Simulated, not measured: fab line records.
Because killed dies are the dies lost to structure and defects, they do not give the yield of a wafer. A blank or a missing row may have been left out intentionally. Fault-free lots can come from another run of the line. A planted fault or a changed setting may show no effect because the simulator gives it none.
Which of the tools did it? :: flow berkeley_cmos170 :: 45 wafers from 15 lots sampled at 5 of the route's 331 steps

WHAT THE GAUGES READ, wafer by wafer
UCB170_START_THK_MEAS_03. Usual: START_OXIDE_THK 19.9 nm, standard deviation 0.31.
lot: L153
measured: day 1 12:01
on: film_metro-02
START_OXIDE_THK (nm): 20.2 19.9 20.1
flag: 

lot: L154
measured: day 1 20:02
on: film_metro-04
START_OXIDE_THK (nm): 20.1 20.1 20.1
flag: 

lot: L156
measured: day 2 05:16
on: film_metro-02
START_OXIDE_THK (nm): 20.3 20.2 20.3
flag: 

lot: L157
measured: day 2 11:04
on: film_metro-04
START_OXIDE_THK (nm): 19.8 19.8 19.5
flag: 

lot: L158
measured: day 2 16:30
on: film_metro-04
START_OXIDE_THK (nm): 20.2 19.7 20.0
flag: 

lot: L160
measured: day 3 02:30
on: film_metro-04
START_OXIDE_THK (nm): 19.4 19.9 20.0
flag: 

lot: L161
measured: day 3 07:04
on: film_metro-01
START_OXIDE_THK (nm): 19.6 19.6 19.6
flag: 

lot: L162
measured: day 3 14:14
on: film_metro-02
START_OXIDE_THK (nm): 19.4 19.3 19.2
flag: 

lot: L168
measured: day 4 16:46
on: film_metro-01
START_OXIDE_THK (nm): 20.0 19.8 19.9
flag: 

lot: L171
measured: day 5 07:22
on: film_metro-04
START_OXIDE_THK (nm): 19.6 19.8 19.5
flag: 

lot: L172
measured: day 5 12:02
on: film_metro-02
START_OXIDE_THK (nm): 19.6 19.5 19.5
flag: 

lot: L173
measured: day 5 16:35
on: film_metro-01
START_OXIDE_THK (nm): 20.1 20.0 20.6
flag: 

lot: L174
measured: day 5 23:22
on: film_metro-04
START_OXIDE_THK (nm): 20.5 20.5 20.9
flag: 

lot: L175
measured: day 6 06:02
on: film_metro-02
START_OXIDE_THK (nm): 19.4 19.6 19.5
flag: 

lot: L176
measured: day 6 07:19
on: film_metro-01
START_OXIDE_THK (nm): 20.0 19.5 19.6
flag: 

UCB170_NWELL_TW_MEAS_16. Usual: NWELL_TW 1236, standard deviation 8.2.
lot: L153
measured: day 2 06:56
on: film_metro-01
NWELL_TW: 1231 1229 1226
flag: 

lot: L154
measured: day 2 16:46
on: film_metro-04
NWELL_TW: 1254 1249 1251
flag: 

lot: L156
measured: day 3 01:21
on: film_metro-01
NWELL_TW: 1221 1232 1226
flag: 

lot: L157
measured: day 3 07:46
on: film_metro-03
NWELL_TW: 1235 1244 1236
flag: 

lot: L158
measured: day 3 12:46
on: film_metro-03
NWELL_TW: 1233 1237 1242
flag: 

lot: L160
measured: day 4 01:05
on: film_metro-04
NWELL_TW: 1246 1243 1242
flag: 

lot: L161
measured: day 4 06:22
on: film_metro-03
NWELL_TW: 1233 1234 1236
flag: 

lot: L162
measured: day 4 08:49
on: film_metro-03
NWELL_TW: 1232 1241 1241
flag: 

lot: L168
measured: day 5 10:18
on: film_metro-03
NWELL_TW: 1442 1447 1438 1444 1439 1439
flag: OFF

lot: L171
measured: day 5 23:07
on: film_metro-03
NWELL_TW: 1237 1229 1228
flag: 

lot: L172
measured: day 6 07:49
on: film_metro-01
NWELL_TW: 1422 1421 1429 1420 1421 1416
flag: OFF

lot: L173
measured: day 6 10:29
on: film_metro-04
NWELL_TW: 1439 1439 1436 1437 1434 1443
flag: OFF

lot: L174
measured: day 6 16:24
on: film_metro-03
NWELL_TW: 1233 1243 1244
flag: 

lot: L175
measured: day 6 23:38
on: film_metro-03
NWELL_TW: 1233 1237 1241
flag: 

lot: L176
measured: day 6 23:55
on: film_metro-01
NWELL_TW: 1230 1228 1226
flag: 

UCB170_SCREENOX_THK_MEAS_02. Usual: SCREENOX_OXIDE_THK 14.38 nm, standard deviation 0.28.
lot: L153
measured: day 4 22:33
on: film_metro-02
SCREENOX_OXIDE_THK (nm): 14.10 13.69 13.86
flag: 

lot: L154
measured: day 5 10:32
on: film_metro-02
SCREENOX_OXIDE_THK (nm): 14.18 14.39 14.62
flag: 

lot: L156
measured: day 6 00:11
on: film_metro-04
SCREENOX_OXIDE_THK (nm): 14.03 13.94 13.85
flag: 

lot: L157
measured: day 6 08:53
on: film_metro-02
SCREENOX_OXIDE_THK (nm): 14.55 14.64 14.52
flag: 

lot: L158
measured: day 6 08:53
on: film_metro-04
SCREENOX_OXIDE_THK (nm): 14.28 14.04 14.14
flag: 

lot: L160
measured: day 6 20:18
on: film_metro-04
SCREENOX_OXIDE_THK (nm): 14.44 14.22 14.30
flag: 

lot: L161
measured: day 7 08:27
on: film_metro-01
SCREENOX_OXIDE_THK (nm): 14.08 14.12 14.32
flag: 

lot: L162
measured: day 7 17:43
on: film_metro-01
SCREENOX_OXIDE_THK (nm): 14.58 14.62 14.34
flag: 

lot: L168
measured: day 8 14:44
on: film_metro-01
SCREENOX_OXIDE_THK (nm): 14.19 14.55 14.54
flag: 

lot: L171
measured: day 9 01:11
on: film_metro-01
SCREENOX_OXIDE_THK (nm): 14.78 14.99 14.90
flag: 

lot: L172
measured: day 9 13:58
on: film_metro-02
SCREENOX_OXIDE_THK (nm): 14.35 14.51 14.16
flag: 

lot: L173
measured: day 9 13:58
on: film_metro-04
SCREENOX_OXIDE_THK (nm): 14.00 14.38 13.98
flag: 

lot: L174
measured: day 10 01:04
on: film_metro-01
SCREENOX_OXIDE_THK (nm): 14.52 14.60 14.59
flag: 

lot: L175
measured: day 10 01:04
on: film_metro-02
SCREENOX_OXIDE_THK (nm): 14.50 14.43 14.31
flag: 

lot: L176
measured: day 10 01:04
on: film_metro-04
SCREENOX_OXIDE_THK (nm): 14.86 14.78 14.84
flag: 

UCB170_PVT_OVL_MEAS_06. Usual: PVT_OVL 3 nm, standard deviation 5.3.
lot: L153
measured: day 5 06:50
on: overlay-02
PVT_OVL (nm): 8 9 7
flag: 

lot: L154
measured: day 5 17:15
on: overlay-01
PVT_OVL (nm): -1 -6 -4
flag: 

lot: L156
measured: day 6 07:05
on: overlay-01
PVT_OVL (nm): -2 0 -1
flag: 

lot: L157
measured: day 6 16:44
on: overlay-01
PVT_OVL (nm): -6 -3 1
flag: 

lot: L158
measured: day 6 17:04
on: overlay-01
PVT_OVL (nm): 9 11 5
flag: 

lot: L160
measured: day 7 05:48
on: overlay-01
PVT_OVL (nm): 5 -5 -3
flag: 

lot: L161
measured: day 7 16:13
on: overlay-01
PVT_OVL (nm): 3 -4 10
flag: 

lot: L162
measured: day 8 04:26
on: overlay-01
PVT_OVL (nm): 4 0 3
flag: 

lot: L168
measured: day 8 23:42
on: overlay-01
PVT_OVL (nm): 11 12 12
flag: 

lot: L171
measured: day 9 10:23
on: overlay-02
PVT_OVL (nm): -5 1 7
flag: 

lot: L172
measured: day 9 21:29
on: overlay-02
PVT_OVL (nm): -3 0 -3
flag: 

lot: L173
measured: day 9 21:46
on: overlay-02
PVT_OVL (nm): 7 2 6
flag: 

lot: L174
measured: day 10 07:43
on: overlay-02
PVT_OVL (nm): 3 5 17
flag: 

lot: L175
measured: day 10 07:54
on: overlay-01
PVT_OVL (nm): 4 7 0
flag: 

lot: L176
measured: day 10 08:01
on: overlay-02
PVT_OVL (nm): 15 2 6
flag: 

WHICH TOOL RAN EACH LOT (tool, then ch and the chambers of the sampled wafers, then the start)
lot: L153
UCB170_NWELL_IMPLANT_14: implanter-01 ch 0, day 2 06:41

lot: L154
UCB170_NWELL_IMPLANT_14: implanter-02 ch 0, day 2 16:31

lot: L156
UCB170_NWELL_IMPLANT_14: implanter-01 ch 0, day 3 01:06

lot: L157
UCB170_NWELL_IMPLANT_14: implanter-01 ch 0, day 3 07:31

lot: L158
UCB170_NWELL_IMPLANT_14: implanter-01 ch 0, day 3 12:31

lot: L160
UCB170_NWELL_IMPLANT_14: implanter-01 ch 0, day 4 00:50

lot: L161
UCB170_NWELL_IMPLANT_14: implanter-01 ch 0, day 4 06:07

lot: L162
UCB170_NWELL_IMPLANT_14: implanter-03 ch 0, day 4 08:34

lot: L168
UCB170_NWELL_IMPLANT_14: implanter-02 ch 0, day 5 10:04

lot: L171
UCB170_NWELL_IMPLANT_14: implanter-03 ch 0, day 5 22:52

lot: L172
UCB170_NWELL_IMPLANT_14: implanter-02 ch 0, day 6 07:35

lot: L173
UCB170_NWELL_IMPLANT_14: implanter-02 ch 0, day 6 10:15

lot: L174
UCB170_NWELL_IMPLANT_14: implanter-03 ch 0, day 6 16:10

lot: L175
UCB170_NWELL_IMPLANT_14: implanter-03 ch 0, day 6 23:25

lot: L176
UCB170_NWELL_IMPLANT_14: implanter-01 ch 0, day 6 23:42
- UCB170_NWELL_IMPLANT_14

AS READ BY THE TOOLS THEMSELVES (means over the sampled wafers that have a number; for cases with no such wafer, the mark the record gives instead)
UCB170_NWELL_IMPLANT_14. Usual: dose_ions_cm2 1e+13, standard deviation 1.1e+10; faraday_current_uA 31.7, standard deviation 0.62.
lot: L153
tool: implanter-01
dose_ions_cm2: 1e+13
faraday_current_uA: 32.0
flag: 

lot: L154
tool: implanter-02
dose_ions_cm2: 1e+13
faraday_current_uA: 32.2
flag: 

lot: L156
tool: implanter-01
dose_ions_cm2: 1e+13
faraday_current_uA: 31.5
flag: 

lot: L157
tool: implanter-01
dose_ions_cm2: 1e+13
faraday_current_uA: 31.5
flag: 

lot: L158
tool: implanter-01
dose_ions_cm2: 1e+13
faraday_current_uA: 32.4
flag: 

lot: L160
tool: implanter-01
dose_ions_cm2: 1e+13
faraday_current_uA: 31.9
flag: 

lot: L161
tool: implanter-01
dose_ions_cm2: 1e+13
faraday_current_uA: 30.9
flag: 

lot: L162
tool: implanter-03
dose_ions_cm2: 1e+13
faraday_current_uA: 31.4
flag: 

lot: L168
tool: implanter-02
dose_ions_cm2: 2e+13
faraday_current_uA: 50.7
flag: OFF

lot: L171
tool: implanter-03
dose_ions_cm2: 1e+13
faraday_current_uA: 32.2
flag: 

lot: L172
tool: implanter-02
dose_ions_cm2: 2e+13
faraday_current_uA: 50.7
flag: OFF

lot: L173
tool: implanter-02
dose_ions_cm2: 2e+13
faraday_current_uA: 50.1
flag: OFF

lot: L174
tool: implanter-03
dose_ions_cm2: 1e+13
faraday_current_uA: 31.8
flag: 

lot: L175
tool: implanter-03
dose_ions_cm2: 1e+13
faraday_current_uA: 31.4
flag: 

lot: L176
tool: implanter-01
dose_ions_cm2: 1e+13
faraday_current_uA: 31.7
flag: 

THE ANSWER, worked out from the rows above alone
Rule: a lot is off if the mean of its wafers that have a number lies more than 3 standard deviations from the usual mean. A lot without any number at a reading at which 4 lots or more have one is off too. All remaining lots with rows at the step are treated as sound. First the gauges in route order, then the tools' own readings, where a lot's mean is used as printed above. The first step at which some lot is off is used, and at that step the reading that is off furthest; a lot without a number counts as furthest.
Off: at UCB170_NWELL_TW_MEAS_16 (NWELL_TW), L168, L172, L173.
If a tool, at a process step before that reading, ran all the lots that are off and no sound lot after the first of them, it fits. Not tried: the gauges at UCB170_NWELL_TW_MEAS_16; whatever is off there is also off at UCB170_NWELL_IMPLANT_14, on other tools, and gauge error can't account for it. One fits: UCB170_NWELL_IMPLANT_14 on implanter-02. A fault onset in the window from L154 (day 2 16:31, its last sound lot) to L168 (day 5 10:04, its first lot off) fits.
The tool's own readings at UCB170_NWELL_IMPLANT_14 bear it out: on the lots that are off they differ by more than 5 times the standard deviation of the sound lots' means. dose_ions_cm2 reads 2e+13 there against 1e+13 on the sound lots; faraday_current_uA reads 50.5 there against 31.7 on the sound lots.

WHAT THE SIMULATOR PUT IN
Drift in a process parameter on implanter-02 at UCB170_NWELL_IMPLANT_14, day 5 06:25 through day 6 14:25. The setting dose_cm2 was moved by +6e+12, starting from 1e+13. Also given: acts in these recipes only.
Shown lots that were struck: L168, L172, L173. The rule above found the same.
